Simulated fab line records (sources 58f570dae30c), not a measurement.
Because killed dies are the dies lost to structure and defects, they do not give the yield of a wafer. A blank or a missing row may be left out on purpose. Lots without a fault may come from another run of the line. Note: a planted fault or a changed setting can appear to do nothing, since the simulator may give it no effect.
Code-filled problem report in 8D (eight disciplines) form | flow berkeley cmos170 | the parts of the form that need people (team, actions taken, sign-off) are left out

## 1. WHAT IS WRONG
Wafers free of any fault read 0.0323 ohm/sq (standard deviation 0.00036) for M2_AL_RS at UCB170_M2_RS_MEAS_02, against a mean of 0.0369 ohm/sq on 2 wafers of 2 lots. Relative to the usual mean, that is a shift of +13 standard deviations.
The step: measures by four-point-probe.
First seen on wafer L732.4, day 11 01:32, on film metro-03. At this step, 18 wafers from 6 lots have a number in the record. Rule for "out" (also "out of limits"): further than 4 standard deviations from the usual mean. The rest of the wafers with a number are treated as sound.

## 2. WHAT IT IS, WHAT IT ISN'T
question                    | is                           | is not
which readings at this step | M2_AL_RS                     | -
which lots                  | L732, L734                   | L717, L719, L720, L723
which wafers of those lots  | L732.4, L734.4               | L732.1, L732.2, L734.5, L734.6
read on which gauges        | film metro-02, film metro-03 | film metro-01
when                        | from day 11 01:32            | up to then (14 sound wafers); but 2 sound wafers of L734 came after

## 3. THE SUSPECTS, EACH WITH WHAT RULES IT OUT
Counting: if a tool at a process step up to the reading ran every lot that is out, it stays a suspect. Sound lots after the first of them don't rule it out here, since some wafers of a struck lot are sound.
- the gauge at UCB170_M2_RS_MEAS_02: ruled out. The wafers that are out were read on 2 gauges (film metro-02, film metro-03).
- pvd sputter-02 at UCB170_M2_SPUTTER_01 (material Al, target thk 900 nm, time 120 s): kept. It processed each lot that is out (first: L732, day 11 01:27); up to then, its last sound lot is L717 (day 8 01:18). Its own readings are out on those wafers: cathode dc power W.
Left after counting: pvd sputter-02 at UCB170_M2_SPUTTER_01.

## 4. THE CAUSE (what the simulator had put in)
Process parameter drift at UCB170_M2_SPUTTER_01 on pvd sputter-02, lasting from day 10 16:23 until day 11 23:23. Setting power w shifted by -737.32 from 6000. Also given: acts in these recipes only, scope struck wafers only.
The count eliminated every tool but this one.

## 5. SEQUENCE OF EFFECTS, ordered by route
Each row: a reading where the mean over the struck wafers with a number is more than 3 standard deviations away from the usual. Only readings for which the record gives a usual standard deviation are gone through. hours: the time from each lot's start at the first step in this table that gives one to its start at this step, as a median over the lots. sigmas: the change in usual standard deviations.
hours | step                    | reading            | usual         | on struck wafers | change  | sigmas
0     | UCB170_M2_SPUTTER_01    | cathode dc power W | 6000.0 W      | 5262.8           | -737.2  | -99 or more
0     | UCB170_M2_RS_MEAS_02    | M2_AL_RS           | 0.0323 ohm/sq | 0.0369           | +0.0046 | +13
0     | UCB170_M2_THK_MEAS_03   | M2_AL_THK          | 912 nm        | 800              | -112    | -10
3     | UCB170_M2_METAL_ETCH_18 | oes product au     | 0.850 a.u.    | 0.792            | -0.058  | -4.8
It contains these process steps:
- UCB170_M2_SPUTTER_01: material Al, target thk 900 nm, time 120 s.
- UCB170_M2_METAL_ETCH_18: etches Al in Cl2/BCl3, stops on SiO2, target depth 1170 nm, time 195 s.
At these later measuring or inspecting steps, every struck wafer for which the step has a row has a number for every such reading, and none has moved that far: UCB170_M2_CD_MEAS_15, UCB170_M2_OVL_MEAS_16.

## 6. HOW IT WOULD HAVE BEEN CAUGHT EARLIER
The first out-of-limits reading at a measuring or inspecting step in this record came at day 11 01:32, 9 hours after the fault's start at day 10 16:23.
At UCB170_M2_SPUTTER_01, the tool's own readings (cathode dc power W) were out on each struck wafer the step has a row for, so an alarm limit on them would have fired on the first such wafer.
L734, from the lots that are out (2), started UCB170_M2_SPUTTER_01 on pvd sputter-02 later than day 11 01:32. Had the tool been put on hold then, it would have been spared.
